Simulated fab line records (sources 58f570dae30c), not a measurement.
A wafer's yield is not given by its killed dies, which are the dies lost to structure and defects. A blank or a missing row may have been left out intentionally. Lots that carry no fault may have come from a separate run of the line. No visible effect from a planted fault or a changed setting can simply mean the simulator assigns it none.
What tool caused it? :: flow berkeley_cmos170 :: 45 wafers from 15 lots sampled at 5 of the route's 331 steps

WHAT EACH GAUGE READ, for each wafer
UCB170_ACTIVE_CD_MEAS_13: target cd 1200 nm. Usual: 1200.5 nm for cd_nm, sd 1.4.
lot: L866
measured: day 4 22:14
on: cd_sem-01
cd_nm (nm): 1199.4 1199.6 1199.7
flag: 

lot: L867
measured: day 5 04:10
on: cd_sem-01
cd_nm (nm): 1200.1 1199.6 1201.0
flag: 

lot: L868
measured: day 5 19:11
on: cd_sem-01
cd_nm (nm): 1199.0 1199.3 1200.8
flag: 

lot: L870
measured: day 5 19:47
on: cd_sem-01
cd_nm (nm): 1201.1 1201.4 1201.9
flag: 

lot: L871
measured: day 6 10:10
on: cd_sem-02
cd_nm (nm): 1202.6 1203.0 1202.5
flag: 

lot: L873
measured: day 6 10:37
on: cd_sem-02
cd_nm (nm): 1200.3 1201.8 1199.6
flag: 

lot: L874
measured: day 6 16:22
on: cd_sem-02
cd_nm (nm): 1202.3 1202.1 1201.1
flag: 

lot: L875
measured: day 7 02:34
on: cd_sem-01
cd_nm (nm): 1201.1 1200.4 1201.6
flag: 

lot: L876
measured: day 7 02:52
on: cd_sem-02
cd_nm (nm): 1198.7 1198.2 1197.4
flag: 

lot: L877
measured: day 7 02:53
on: cd_sem-01
cd_nm (nm): 1200.8 1200.9 1201.1
flag: 

lot: L884
measured: day 8 20:26
on: cd_sem-02
cd_nm (nm): 1201.5 1201.4 1201.5
flag: 

lot: L885
measured: day 9 05:02
on: cd_sem-01
cd_nm (nm): 1202.4 1201.3 1200.4
flag: 

lot: L887
measured: day 9 14:44
on: cd_sem-01
cd_nm (nm): 1203.7 1204.5 1203.8
flag: 

lot: L888
measured: day 9 15:17
on: cd_sem-02
cd_nm (nm): 1200.8 1199.5 1200.4
flag: 

lot: L886
measured: day 9 15:33
on: cd_sem-01
cd_nm (nm): 1199.3 1199.7 1200.5
flag: 

UCB170_SCREENOX_THK_MEAS_02. Usual: for SCREENOX_OXIDE_THK the level is 14.32 nm and the standard deviation is 0.27.
lot: L866
measured: day 6 06:35
on: film_metro-01
SCREENOX_OXIDE_THK (nm): 13.87 13.88 14.02
flag: 

lot: L867
measured: day 6 11:38
on: film_metro-03
SCREENOX_OXIDE_THK (nm): 14.85 14.61 14.56
flag: 

lot: L868
measured: day 7 01:25
on: film_metro-01
SCREENOX_OXIDE_THK (nm): 14.70 14.59 14.60
flag: 

lot: L870
measured: day 7 01:25
on: film_metro-03
SCREENOX_OXIDE_THK (nm): 14.65 14.89 14.67
flag: 

lot: L871
measured: day 7 17:01
on: film_metro-01
SCREENOX_OXIDE_THK (nm): 13.90 13.91 13.97
flag: 

lot: L873
measured: day 7 16:59
on: film_metro-02
SCREENOX_OXIDE_THK (nm): 14.37 14.13 14.25
flag: 

lot: L874
measured: day 7 21:26
on: film_metro-02
SCREENOX_OXIDE_THK (nm): 14.42 14.45 14.36
flag: 

lot: L875
measured: day 8 04:31
on: film_metro-03
SCREENOX_OXIDE_THK (nm): 19.79 19.64 19.90
flag: OFF

lot: L876
measured: day 8 04:35
on: film_metro-03
SCREENOX_OXIDE_THK (nm): 19.62 19.29 19.72
flag: OFF

lot: L877
measured: day 8 04:31
on: film_metro-02
SCREENOX_OXIDE_THK (nm): 19.42 19.69 19.59
flag: OFF

lot: L884
measured: day 10 06:02
on: film_metro-02
SCREENOX_OXIDE_THK (nm): 14.05 13.94 13.83
flag: 

lot: L885
measured: day 10 20:58
on: film_metro-03
SCREENOX_OXIDE_THK (nm): 14.42 14.43 14.47
flag: 

lot: L887
measured: day 10 20:53
on: film_metro-03
SCREENOX_OXIDE_THK (nm): 13.72 13.89 14.26
flag: 

lot: L888
measured: day 10 20:53
on: film_metro-01
SCREENOX_OXIDE_THK (nm): 14.42 14.33 14.40
flag: 

lot: L886
measured: day 10 20:53
on: film_metro-02
SCREENOX_OXIDE_THK (nm): 14.24 14.02 14.32
flag: 

UCB170_M3_CD_MEAS_90: target cd 700 nm. Usual: 700 nm for cd_nm, sd 6.1.
lot: L866
measured: day 8 23:50
on: cd_sem-02
cd_nm (nm): 690 698 690
flag: 

lot: L867
measured: day 8 23:39
on: cd_sem-01
cd_nm (nm): 709 705 708
flag: 

lot: L868
measured: day 9 19:17
on: cd_sem-02
cd_nm (nm): 702 705 698
flag: 

lot: L870
measured: day 9 19:04
on: cd_sem-01
cd_nm (nm): 689 696 691
flag: 

lot: L871
measured: day 10 21:38
on: cd_sem-02
cd_nm (nm): 708 707 707
flag: 

lot: L873
measured: day 10 17:25
on: cd_sem-01
cd_nm (nm): 689 690 687
flag: 

lot: L874
measured: day 10 21:29
on: cd_sem-02
cd_nm (nm): 704 704 703
flag: 

lot: L875
measured: day 10 19:25
on: cd_sem-02
cd_nm (nm): 707 707 709
flag: 

lot: L876
measured: day 10 22:04
on: cd_sem-02
cd_nm (nm): 687 704 704
flag: 

lot: L877
measured: day 10 21:25
on: cd_sem-01
cd_nm (nm): 690 702 700
flag: 

lot: L884
measured: day 12 18:08
on: cd_sem-01
cd_nm (nm): 700 701 700
flag: 

lot: L885
measured: day 13 12:26
on: cd_sem-01
cd_nm (nm): 704 706 706
flag: 

lot: L887
measured: day 13 10:11
on: cd_sem-02
cd_nm (nm): 699 694 688
flag: 

lot: L888
measured: day 13 11:26
on: cd_sem-02
cd_nm (nm): 708 702 704
flag: 

lot: L886
measured: day 13 14:16
on: cd_sem-01
cd_nm (nm): 698 698 688
flag: 

WHAT TOOL EACH LOT RAN ON (gives the tool, then ch and the chambers of the sampled wafers, and finally the start)
lot: L866
UCB170_SCREENOX_OXIDATION_01: furnace-01 ch 0, day 6 04:55
UCB170_V2_ETCH_14: rie_diel-04 ch 1,2,3, day 8 20:44

lot: L867
UCB170_SCREENOX_OXIDATION_01: furnace-02 ch 0, day 6 09:58
UCB170_V2_ETCH_14: rie_diel-03 ch 1,2,3, day 8 20:28

lot: L868
UCB170_SCREENOX_OXIDATION_01: furnace-02 ch 0, day 6 23:44
UCB170_V2_ETCH_14: rie_diel-03 ch 1,2, day 9 15:29

lot: L870
UCB170_SCREENOX_OXIDATION_01: furnace-02 ch 0, day 6 23:44
UCB170_V2_ETCH_14: rie_diel-04 ch 0,1, day 9 15:10

lot: L871
UCB170_SCREENOX_OXIDATION_01: furnace-01 ch 0, day 7 15:19
UCB170_V2_ETCH_14: rie_diel-03 ch 0,1,3, day 10 17:24

lot: L873
UCB170_SCREENOX_OXIDATION_01: furnace-01 ch 0, day 7 15:19
UCB170_V2_ETCH_14: rie_diel-01 ch 2,3, day 10 14:18

lot: L874
UCB170_SCREENOX_OXIDATION_01: furnace-02 ch 0, day 7 19:46
UCB170_V2_ETCH_14: rie_diel-01 ch 1,3, day 10 16:49

lot: L875
UCB170_SCREENOX_OXIDATION_01: furnace-01 ch 0, day 8 02:50
UCB170_V2_ETCH_14: rie_diel-04 ch 0,1,3, day 10 15:46

lot: L876
UCB170_SCREENOX_OXIDATION_01: furnace-01 ch 0, day 8 02:50
UCB170_V2_ETCH_14: rie_diel-01 ch 1,2, day 10 17:53

lot: L877
UCB170_SCREENOX_OXIDATION_01: furnace-01 ch 0, day 8 02:50
UCB170_V2_ETCH_14: rie_diel-04 ch 0,3, day 10 17:06

lot: L884
UCB170_SCREENOX_OXIDATION_01: furnace-04 ch 0, day 10 04:23
UCB170_V2_ETCH_14: rie_diel-03 ch 0,1,2, day 12 15:12

lot: L885
UCB170_SCREENOX_OXIDATION_01: furnace-04 ch 0, day 10 19:14
UCB170_V2_ETCH_14: rie_diel-01 ch 0,2,3, day 13 09:30

lot: L887
UCB170_SCREENOX_OXIDATION_01: furnace-04 ch 0, day 10 19:14
UCB170_V2_ETCH_14: rie_diel-04 ch 1,2,3, day 13 07:02

lot: L888
UCB170_SCREENOX_OXIDATION_01: furnace-04 ch 0, day 10 19:14
UCB170_V2_ETCH_14: rie_diel-04 ch 1,2,3, day 13 08:14

lot: L886
UCB170_SCREENOX_OXIDATION_01: furnace-04 ch 0, day 10 19:14
UCB170_V2_ETCH_14: rie_diel-01 ch 0,2, day 13 11:04
- UCB170_SCREENOX_OXIDATION_01: target thk 14.4 nm, ox time 2400 s.
- UCB170_V2_ETCH_14: etches SiO2 in CHF3/CF4/Ar, stops on Al, target depth 1250 nm, time 291 s.

AS READ BY THE TOOLS THEMSELVES (means over the sampled wafers that have a number; for cases with no such wafer, the mark the record gives instead)
UCB170_SCREENOX_OXIDATION_01. Usual: spike_tc_centre_C 903.4 C, standard deviation 1; spike_tc_load_C 927.0 C, standard deviation 2.4; spike_tc_source_C 924 C, standard deviation 3.6; tube_center_temp_C 900.01 C, standard deviation 0.082; tube_center_temp_C_max 902.3, standard deviation 0.33; zone_power_load_pct 24.7 %, standard deviation 1.1.
lot: L866
tool: furnace-01
spike_tc_centre_C (C): 903.1
spike_tc_load_C (C): 929.9
spike_tc_source_C (C): 926
tube_center_temp_C (C): 900.04
tube_center_temp_C_max: 902.3
zone_power_load_pct (%): 26.5
flag: 

lot: L867
tool: furnace-02
spike_tc_centre_C (C): 903.5
spike_tc_load_C (C): 928.4
spike_tc_source_C (C): 917
tube_center_temp_C (C): 900.05
tube_center_temp_C_max: 902.5
zone_power_load_pct (%): 24.1
flag: 

lot: L868
tool: furnace-02
spike_tc_centre_C (C): 902.8
spike_tc_load_C (C): 928.4
spike_tc_source_C (C): 917
tube_center_temp_C (C): 899.96
tube_center_temp_C_max: 902.6
zone_power_load_pct (%): 24.3
flag: 

lot: L870
tool: furnace-02
spike_tc_centre_C (C): 903.4
spike_tc_load_C (C): 929.7
spike_tc_source_C (C): 917
tube_center_temp_C (C): 899.95
tube_center_temp_C_max: 902.1
zone_power_load_pct (%): 24.2
flag: 

lot: L871
tool: furnace-01
spike_tc_centre_C (C): 905.2
spike_tc_load_C (C): 929.9
spike_tc_source_C (C): 924
tube_center_temp_C (C): 900.06
tube_center_temp_C_max: 902.3
zone_power_load_pct (%): 26.4
flag: 

lot: L873
tool: furnace-01
spike_tc_centre_C (C): 902.7
spike_tc_load_C (C): 930.0
spike_tc_source_C (C): 924
tube_center_temp_C (C): 900.03
tube_center_temp_C_max: 902.3
zone_power_load_pct (%): 26.4
flag: 

lot: L874
tool: furnace-02
spike_tc_centre_C (C): 903.4
spike_tc_load_C (C): 927.6
spike_tc_source_C (C): 917
tube_center_temp_C (C): 900.08
tube_center_temp_C_max: 902.6
zone_power_load_pct (%): 24.4
flag: 

lot: L875
tool: furnace-01
spike_tc_centre_C (C): 936.4
spike_tc_load_C (C): 962.7
spike_tc_source_C (C): 958
tube_center_temp_C (C): 932.05
tube_center_temp_C_max: 934.5
zone_power_load_pct (%): 28.9
flag: OFF

lot: L876
tool: furnace-01
spike_tc_centre_C (C): 935.5
spike_tc_load_C (C): 961.7
spike_tc_source_C (C): 958
tube_center_temp_C (C): 931.97
tube_center_temp_C_max: 933.9
zone_power_load_pct (%): 28.7
flag: OFF

lot: L877
tool: furnace-01
spike_tc_centre_C (C): 937.0
spike_tc_load_C (C): 962.7
spike_tc_source_C (C): 957
tube_center_temp_C (C): 932.03
tube_center_temp_C_max: 934.3
zone_power_load_pct (%): 28.8
flag: OFF

lot: L884
tool: furnace-04
spike_tc_centre_C (C): 903.2
spike_tc_load_C (C): 925.0
spike_tc_source_C (C): 925
tube_center_temp_C (C): 899.98
tube_center_temp_C_max: 902.4
zone_power_load_pct (%): 23.8
flag: 

lot: L885
tool: furnace-04
spike_tc_centre_C (C): 903.7
spike_tc_load_C (C): 925.2
spike_tc_source_C (C): 927
tube_center_temp_C (C): 899.99
tube_center_temp_C_max: 902.4
zone_power_load_pct (%): 24.0
flag: 

lot: L887
tool: furnace-04
spike_tc_centre_C (C): 903.0
spike_tc_load_C (C): 924.3
spike_tc_source_C (C): 925
tube_center_temp_C (C): 900.06
tube_center_temp_C_max: 902.4
zone_power_load_pct (%): 23.7
flag: 

lot: L888
tool: furnace-04
spike_tc_centre_C (C): 903.4
spike_tc_load_C (C): 925.7
spike_tc_source_C (C): 926
tube_center_temp_C (C): 900.00
tube_center_temp_C_max: 902.2
zone_power_load_pct (%): 23.8
flag: 

lot: L886
tool: furnace-04
spike_tc_centre_C (C): 903.4
spike_tc_load_C (C): 925.6
spike_tc_source_C (C): 925
tube_center_temp_C (C): 900.04
tube_center_temp_C_max: 902.3
zone_power_load_pct (%): 23.9
flag: 

UCB170_V2_ETCH_14. Usual: cf4_flow_sccm 15.01 sccm, standard deviation 0.047; drypump_motor_current_A 5.9 A, standard deviation 0.35; oes_product_au 0.868 a.u., standard deviation 0.017; throttle_valve_pct 6.97 %, standard deviation 0.15.
lot: L866
tool: rie_diel-04
cf4_flow_sccm (sccm): 15.04
drypump_motor_current_A (A): 5.9
oes_product_au (a.u.): 0.865
throttle_valve_pct (%): 6.94
flag: 

lot: L867
tool: rie_diel-03
cf4_flow_sccm (sccm): 15.00
drypump_motor_current_A (A): 5.8
oes_product_au (a.u.): 0.851
throttle_valve_pct (%): 6.95
flag: 

lot: L868
tool: rie_diel-03
cf4_flow_sccm (sccm): 15.07
drypump_motor_current_A (A): 5.7
oes_product_au (a.u.): 0.851
throttle_valve_pct (%): 7.06
flag: 

lot: L870
tool: rie_diel-04
cf4_flow_sccm (sccm): 15.01
drypump_motor_current_A (A): 6.0
oes_product_au (a.u.): 0.865
throttle_valve_pct (%): 6.92
flag: 

lot: L871
tool: rie_diel-03
cf4_flow_sccm (sccm): 15.00
drypump_motor_current_A (A): 5.7
oes_product_au (a.u.): 0.858
throttle_valve_pct (%): 6.89
flag: 

lot: L873
tool: rie_diel-01
cf4_flow_sccm (sccm): 15.01
drypump_motor_current_A (A): 6.1
oes_product_au (a.u.): 0.879
throttle_valve_pct (%): 6.97
flag: 

lot: L874
tool: rie_diel-01
cf4_flow_sccm (sccm): 15.05
drypump_motor_current_A (A): 5.7
oes_product_au (a.u.): 0.895
throttle_valve_pct (%): 6.83
flag: 

lot: L875
tool: rie_diel-04
cf4_flow_sccm (sccm): 14.98
drypump_motor_current_A (A): 6.0
oes_product_au (a.u.): 0.869
throttle_valve_pct (%): 7.01
flag: 

lot: L876
tool: rie_diel-01
cf4_flow_sccm (sccm): 15.03
drypump_motor_current_A (A): 5.4
oes_product_au (a.u.): 0.871
throttle_valve_pct (%): 6.79
flag: 

lot: L877
tool: rie_diel-04
cf4_flow_sccm (sccm): 15.00
drypump_motor_current_A (A): 5.8
oes_product_au (a.u.): 0.872
throttle_valve_pct (%): 7.11
flag: 

lot: L884
tool: rie_diel-03
cf4_flow_sccm (sccm): 15.00
drypump_motor_current_A (A): 5.7
oes_product_au (a.u.): 0.852
throttle_valve_pct (%): 6.99
flag: 

lot: L885
tool: rie_diel-01
cf4_flow_sccm (sccm): 15.00
drypump_motor_current_A (A): 6.0
oes_product_au (a.u.): 0.870
throttle_valve_pct (%): 7.00
flag: 

lot: L887
tool: rie_diel-04
cf4_flow_sccm (sccm): 15.03
drypump_motor_current_A (A): 5.9
oes_product_au (a.u.): 0.867
throttle_valve_pct (%): 6.94
flag: 

lot: L888
tool: rie_diel-04
cf4_flow_sccm (sccm): 15.00
drypump_motor_current_A (A): 5.8
oes_product_au (a.u.): 0.869
throttle_valve_pct (%): 6.95
flag: 

lot: L886
tool: rie_diel-01
cf4_flow_sccm (sccm): 15.02
drypump_motor_current_A (A): 5.9
oes_product_au (a.u.): 0.865
throttle_valve_pct (%): 7.04
flag: 

THE ANSWER, worked out from the rows above alone
Rule: a lot is off if the mean of its wafers that have a number lies more than 3 standard deviations from the usual mean. Also off: a lot with no number at a reading for which 4 or more lots have one. Any other lot the step has rows for is counted as sound. After the gauges, taken in route order, come the tools' own readings; for these a lot's mean is taken, as printed above. At the first step where some lot is off, the reading lying furthest off is the one used; lots without a number count as furthest.
Off: at UCB170_SCREENOX_THK_MEAS_02 (SCREENOX_OXIDE_THK), L875, L876, L877.
If a tool, at a process step before that reading, ran all the lots that are off and no sound lot after the first of them, it fits. Not tried: the gauges at UCB170_SCREENOX_THK_MEAS_02; whatever is off there is also off at UCB170_SCREENOX_OXIDATION_01, on other tools, and gauge error can't account for it. One candidate fits, namely furnace-01 at UCB170_SCREENOX_OXIDATION_01. Its last sound lot is L871 (day 7 15:19), its first lot that is off L875 (day 8 02:50): a fault that began between those two fits.
The tool's own readings at UCB170_SCREENOX_OXIDATION_01 bear it out: on the lots that are off they differ by more than 5 times the standard deviation of the sound lots' means. spike_tc_centre_C reads 936.3 C there against 903.4 C on the sound lots; spike_tc_load_C reads 962.4 C there against 927.5 C on the sound lots; spike_tc_source_C reads 958 C there against 922 C on the sound lots; tube_center_temp_C reads 932.02 C there against 900.02 C on the sound lots; tube_center_temp_C_max reads 934.2 there against 902.4 on the sound lots.

WHAT HAD BEEN PUT IN BY THE SIMULATOR
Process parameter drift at UCB170_SCREENOX_OXIDATION_01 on furnace-01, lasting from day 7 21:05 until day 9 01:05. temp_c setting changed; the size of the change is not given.
Shown lots that were struck: L875, L876, L877. Same finding as the rule above.
